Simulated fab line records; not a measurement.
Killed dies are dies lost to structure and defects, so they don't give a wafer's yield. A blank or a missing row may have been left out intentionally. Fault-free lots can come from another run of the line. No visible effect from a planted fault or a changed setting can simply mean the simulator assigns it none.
fab line records + flow berkeleyCmos170
[record]
- lots = 6
- wafers = 18
- lastDay = 12
route steps=331 shown M1@252 V1@254
lots that met no fault: from a run of the same line without faults
startH: the number of hours between the record's first day and the start of the first shown wafer of the lot + waitH: time in hours since the lot's previous step + " the same as in the row above + L1.1+2: several wafers, shown together as one row + - no value, or no start was given + * or withheld: withheld + < > ~ a bound
route shown NAME@n: names a module that has steps shown in the file, with the first one's number in the route + usual: mean and standard deviation over wafers with no fault + same: alike in all rows + chamber/n: place in a boat + sites: each site's reading + _std_site: the standard deviation of these + _edge_site: outer sites' mean less inner sites' + radiusMm: for every site, how far away it sits from the centre of the wafer + mask NAME#n: copy n + behind: the last tool/chamber to shape the wafer + hold: cause of the lot's hold/its duration in hours/its outcome + device: the n, p or np transistor that did not switch + end of line: at the end of the route, the tests of the same wafers + a step without rows: its recipe alone + killed: dies that structure and defects cost at the first sort, which is not the same as the wafer's yield + map: dies across one wafer; x = killed, . = not, _ = none there
set.NAME: the run value of the setting; set.NAME@STEP: its run value at that earlier step + model.NAME: the simulator's own value behind a step, which no gauge read
lots at some steps of the route; a table a step, a row a wafer
services: from which hour (startH, from the record's first day; less than 0 if before it) a tool's chamber was out of use, for how many hours, and why
[[steps]]
[step UCB170_M1_CD_MEAS_90]
[recipe]
- targetCdNm = 700
[usual]
- cdNm = 699.4/3
| lot.wafer | tool     | chamber | startH | waitH | cdNm  |
|-----------|----------|---------|--------|-------|-------|
| L759.1    | cdSem-02 | -       | 170.06 | 0.1   | 702.3 |
| L759.2    | "        | -       | "      | "     | 701.2 |
| L759.6    | "        | -       | "      | "     | 700.9 |
| L763.1    | cdSem-02 | -       | 193.49 | 0.1   | 697.4 |
| L763.4    | "        | -       | "      | "     | 698.6 |
| L763.6    | "        | -       | "      | "     | 698.8 |
| L764.2    | cdSem-02 | -       | 206.02 | 0.1   | 699.2 |
| L764.4    | "        | -       | "      | "     | 698.3 |
| L764.5    | "        | -       | "      | "     | 694.6 |
| L771.1    | cdSem-02 | -       | 238.92 | 0.1   | 698.5 |
| L771.2    | "        | -       | "      | "     | 702.1 |
| L771.6    | "        | -       | "      | "     | 697.3 |
| L774.2    | cdSem-01 | -       | 257.50 | 0.1   | 697.4 |
| L774.5    | "        | -       | "      | "     | 696.1 |
| L774.6    | "        | -       | "      | "     | 696.8 |
| L776.3    | cdSem-02 | -       | 267.33 | 0.1   | 698.8 |
| L776.5    | "        | -       | "      | "     | 696.1 |
| L776.6    | "        | -       | "      | "     | 698.2 |
[step UCB170_M1_ANNEAL_14]
[recipe]
- tempC = 400
- timeS = 1200
- ambient = formingGas
[step UCB170_V1_CVD_00]
[recipe]
- material = SiO2
- targetThkNm = 2000
- tempC = 390
- precursor = TEOS/O2
- timeS = 250
- rfW = 550
- pressureMtorr = 9000
[usual]
- heaterPowerW = 249/49
| lot.wafer | tool     | chamber | startH | waitH | heaterPowerW |
|-----------|----------|---------|--------|-------|--------------|
| L759.1    | pecvd-03 | 1       | 174.08 | 0.0   | 271          |
| L759.2    | "        | 0       | "      | "     | 247          |
| L759.6    | "        | 0       | "      | "     | 186          |
| L763.1    | pecvd-01 | 0       | 196.84 | 0.0   | 318          |
| L763.4    | "        | 2       | "      | "     | 272          |
| L763.6    | "        | 1       | "      | "     | 284          |
| L764.2    | pecvd-01 | 2       | 211.92 | 0.0   | 265          |
| L764.4    | "        | 1       | "      | "     | 295          |
| L764.5    | "        | 0       | "      | "     | 321          |
| L771.1    | pecvd-01 | 0       | 242.75 | 0.0   | 322          |
| L771.2    | "        | 1       | "      | "     | 285          |
| L771.6    | "        | 0       | "      | "     | 232          |
| L774.2    | pecvd-01 | 1       | 261.36 | 0.0   | 290          |
| L774.5    | "        | 0       | "      | "     | 335          |
| L774.6    | "        | 2       | "      | "     | 280          |
| L776.3    | pecvd-02 | 1       | 270.13 | 0.0   | 245          |
| L776.5    | "        | 1       | "      | "     | 333          |
| L776.6    | "        | 2       | "      | "     | 157          |
[step UCB170_V1_THK_MEAS_01]
[recipe]
- reads = SiO2_of_V1_CVD_00
[usual]
- V1_TEOS_THK = 1993/29
| lot.wafer | tool         | chamber | startH | waitH | V1_TEOS_THK[nm] |
|-----------|--------------|---------|--------|-------|-----------------|
| L759.1    | filmMetro-03 | -       | 174.23 | 0.1   | 1998            |
| L759.2    | "            | -       | "      | "     | 2012            |
| L759.6    | "            | -       | "      | "     | 2019            |
| L763.1    | filmMetro-01 | -       | 197.00 | 0.1   | 2004            |
| L763.4    | "            | -       | "      | "     | 2006            |
| L763.6    | "            | -       | "      | "     | 2019            |
| L764.2    | filmMetro-02 | -       | 212.09 | 0.1   | 1982            |
| L764.4    | "            | -       | "      | "     | 2026            |
| L764.5    | "            | -       | "      | "     | 2016            |
| L771.1    | filmMetro-03 | -       | 242.91 | 0.1   | 1974            |
| L771.2    | "            | -       | "      | "     | 1919            |
| L771.6    | "            | -       | "      | "     | 1961            |
| L774.2    | filmMetro-03 | -       | 261.52 | 0.1   | 1968            |
| L774.5    | "            | -       | "      | "     | 2006            |
| L774.6    | "            | -       | "      | "     | 1999            |
| L776.3    | filmMetro-01 | -       | 270.31 | 0.1   | 1964            |
| L776.5    | "            | -       | "      | "     | 2016            |
| L776.6    | "            | -       | "      | "     | 2035            |
[step UCB170_V1_CMP_02]
[recipe]
- material = SiO2
- downForcePsi = 6
- platenRpm = 60
- padVelocityMS = 0.75398
[usual]
- motorCurrentA = 15.3/2
| lot.wafer | tool   | chamber | startH | waitH | motorCurrentA |
|-----------|--------|---------|--------|-------|---------------|
| L759.1    | cmp-01 | 1       | 174.29 | 0.1   | 13.6          |
| L759.2    | "      | 0       | "      | "     | 20.1          |
| L759.6    | "      | 2       | "      | "     | 14.0          |
| L763.1    | cmp-01 | 2       | 197.16 | 0.1   | 14.4          |
| L763.4    | "      | 3       | "      | "     | 14.0          |
| L763.6    | "      | 1       | "      | "     | 13.8          |
| L764.4    | cmp-02 | 2       | 212.24 | 0.1   | 14.1          |
| L764.2    | "      | 3       | "      | "     | 14.3          |
| L764.5    | "      | 0       | "      | "     | 16.2          |
| L771.2    | cmp-02 | 1       | 243.07 | 0.1   | 16.0          |
| L771.1    | "      | 2       | "      | "     | 13.3          |
| L771.6    | "      | 3       | "      | "     | 14.3          |
| L774.2    | cmp-01 | 1       | 261.62 | 0.1   | 12.6          |
| L774.6    | "      | 0       | "      | "     | 20.1          |
| L774.5    | "      | 1       | "      | "     | 13.7          |
| L776.3    | cmp-01 | 1       | 270.45 | 0.1   | 13.9          |
| L776.6    | "      | 3       | "      | "     | 14.7          |
| L776.5    | "      | 0       | "      | "     | 18.5          |
[step UCB170_V1_BOW_MEAS_03]
[recipe]
- mode = bow
[usual]
- V1_BOW = 19/6.1
| lot.wafer | tool         | chamber | startH | waitH | V1_BOW[um] |
|-----------|--------------|---------|--------|-------|------------|
| L759.1    | filmMetro-01 | -       | 174.59 | 0.2   | 23         |
| L759.2    | "            | -       | "      | "     | 16         |
| L759.6    | "            | -       | "      | "     | 14         |
| L763.1    | filmMetro-02 | -       | 197.36 | 0.1   | 18         |
| L763.4    | "            | -       | "      | "     | 22         |
| L763.6    | "            | -       | "      | "     | 20         |
| L764.2    | filmMetro-03 | -       | 212.46 | 0.1   | 17         |
| L764.4    | "            | -       | "      | "     | 15         |
| L764.5    | "            | -       | "      | "     | 11         |
| L771.1    | filmMetro-02 | -       | 243.27 | 0.1   | 13         |
| L771.2    | "            | -       | "      | "     | 17         |
| L771.6    | "            | -       | "      | "     | 13         |
| L774.2    | filmMetro-03 | -       | 261.89 | 0.2   | 24         |
| L774.5    | "            | -       | "      | "     | 33         |
| L774.6    | "            | -       | "      | "     | 32         |
| L776.3    | filmMetro-03 | -       | 270.69 | 0.2   | 15         |
| L776.5    | "            | -       | "      | "     | 8          |
| L776.6    | "            | -       | "      | "     | 6          |
[step UCB170_V1_THK_MEAS_04]
[recipe]
- reads = SiO2_of_V1_CVD_00
[usual]
- V1_POLISHED_THK = 1000.5/1.2
| lot.wafer | tool         | chamber | startH | waitH | V1_POLISHED_THK[nm] |
|-----------|--------------|---------|--------|-------|---------------------|
| L759.1    | filmMetro-01 | -       | 174.71 | 0.1   | 999.5               |
| L759.2    | "            | -       | "      | "     | 1000.6              |
| L759.6    | "            | -       | "      | "     | 1000.1              |
| L763.1    | filmMetro-02 | -       | 197.48 | 0.1   | 1000.1              |
| L763.4    | "            | -       | "      | "     | 1001.4              |
| L763.6    | "            | -       | "      | "     | 999.7               |
| L764.2    | filmMetro-03 | -       | 212.57 | 0.1   | 998.6               |
| L764.4    | "            | -       | "      | "     | 1002.0              |
| L764.5    | "            | -       | "      | "     | 1001.2              |
| L771.1    | filmMetro-02 | -       | 243.39 | 0.1   | 999.9               |
| L771.2    | "            | -       | "      | "     | 1001.8              |
| L771.6    | "            | -       | "      | "     | 998.5               |
| L774.2    | filmMetro-03 | -       | 262.00 | 0.1   | 1000.5              |
| L774.5    | "            | -       | "      | "     | 1000.4              |
| L774.6    | "            | -       | "      | "     | 999.3               |
| L776.3    | filmMetro-03 | -       | 270.79 | 0.1   | 1002.2              |
| L776.5    | "            | -       | "      | "     | 1001.2              |
| L776.6    | "            | -       | "      | "     | 1001.6              |
[step UCB170_V1_CLEAN_05]
[recipe]
- chemistry = DIW
[step UCB170_V1_HMDS_06]
[recipe]
- primeTimeS = 60
- primeTempC = 100
[step UCB170_V1_COAT_07]
[recipe]
- resist = KrF
- spinRpm = 1500
- resistThkNm = 900
[step UCB170_V1_SOFTBAKE_08]
[recipe]
- resist = KrF
- tempC = 130
- timeS = 60
[step UCB170_V1_EXPOSE_09]
[recipe]
- maskId = VIA1
- targetCdNm = 700
- na = 0.5
- sigmaOuter = 0.6
- sourceShape = conventional
- doseMj = 37.25
[step UCB170_V1_PEB_10]
[recipe]
- pebTempC = 130
- pebTimeS = withheld
- resist = KrF
[usual]
- chillPlateTempC = 23.01/0.1
- exhaustPa = 45.1/0.75
| lot.wafer | tool          | chamber | startH | waitH | chillPlateTempC | exhaustPa |
|-----------|---------------|---------|--------|-------|-----------------|-----------|
| L759.1    | lithoTrack-04 | 0       | 175.86 | 0.2   | 22.90           | 44.3      |
| L759.2    | "             | 0       | "      | "     | 23.12           | 44.4      |
| L759.6    | "             | 0       | "      | "     | 22.97           | 44.6      |
| L763.1    | lithoTrack-03 | -       | 198.71 | 0.1   | -               | -         |
| L763.4    | "             | -       | "      | "     | -               | -         |
| L763.6    | "             | -       | "      | "     | -               | -         |
| L764.2    | lithoTrack-03 | -       | 213.51 | 0.1   | -               | -         |
| L764.4    | "             | -       | "      | "     | -               | -         |
| L764.5    | "             | -       | "      | "     | -               | -         |
| L771.1    | lithoTrack-03 | 0       | 246.42 | 0.9   | 23.05           | 45.1      |
| L771.2    | "             | 0       | "      | "     | 23.01           | 44.5      |
| L771.6    | "             | 0       | "      | "     | 23.14           | 45.4      |
| L774.2    | lithoTrack-03 | 0       | 264.71 | 0.8   | 23.02           | 45.6      |
| L774.5    | "             | 0       | "      | "     | 22.96           | 45.5      |
| L774.6    | "             | 0       | "      | "     | 22.97           | 46.4      |
| L776.3    | lithoTrack-03 | 0       | 272.08 | 0.1   | 23.02           | 45.3      |
| L776.5    | "             | 0       | "      | "     | 23.03           | 44.9      |
| L776.6    | "             | 0       | "      | "     | 22.89           | 44.7      |
[step UCB170_V1_DEVELOP_11]
[recipe]
- developer = TMAH
- developTimeS = 45
- resist = KrF
- devTempC = 21
[[services]]
| tool     | chamber | startH | hours | kind                          |
|----------|---------|--------|-------|-------------------------------|
| pecvd-01 | -       | 177.12 | 0.5   | repair                        |
| pecvd-01 | -       | 186.25 | 2.1   | repair                        |
| pecvd-02 | -       | 193.12 | 0.3   | repair                        |
| pecvd-03 | 0       | 198.97 | 29.8  | repair                        |
| pecvd-01 | 2       | 209.27 | 1.9   | repair                        |
| pecvd-01 | -       | 226.23 | 1.0   | repair                        |
| cmp-02   | -       | 231.93 | 1.3   | repair                        |
| cmp-01   | -       | 232.00 | 4.0   | pm                            |
| cmp-01   | -       | 236.00 | -     | consumableReplace:conditioner |
| cmp-01   | -       | 236.00 | -     | consumableReplace:pad         |
| pecvd-02 | -       | 242.50 | 14.0  | pm                            |
| pecvd-02 | 0       | 242.50 | 14.0  | ventCycle                     |
| pecvd-02 | 1       | 242.50 | 14.0  | ventCycle                     |
| pecvd-02 | 2       | 242.50 | 14.0  | ventCycle                     |
| cmp-01   | -       | 243.51 | 1.6   | repair                        |
| pecvd-01 | 2       | 246.01 | 5.5   | repair                        |
| pecvd-02 | 0       | 256.50 | -     | clean                         |
| pecvd-02 | 1       | 256.50 | -     | clean                         |
| pecvd-02 | 2       | 256.50 | -     | clean                         |
[[key]]
[firstSign]
- step = UCB170_V1_PEB_10
- reading = toolRecord
- direction = missing
effect none on later readings
metAt UCB170_V1_PEB_10
struckWafers L763.1,L763.4,L763.6,L764.2,L764.4,L764.5
laterRowsLeftOut L763.1,L763.4,L763.6,L764.2,L764.4,L764.5
sortLeftOut L763.1,L763.4,L763.6,L764.2,L764.4,L764.5
[fault]
- kind = skippedStepWhole
- tool = lithoTrack-03
- chamber = -
- onsetH = 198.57
- steps = UCB170_V1_PEB_10
- scope = struckLotsOnly
// sortLeftOut: the simulated sort isn't trusted on such a fault, so these wafers' sort isn't shown, and their yield isn't known
// laterRowsLeftOut: the simulator's readings of these wafers behind a module that went badly wrong aren't trusted and aren't shown, but for the sort
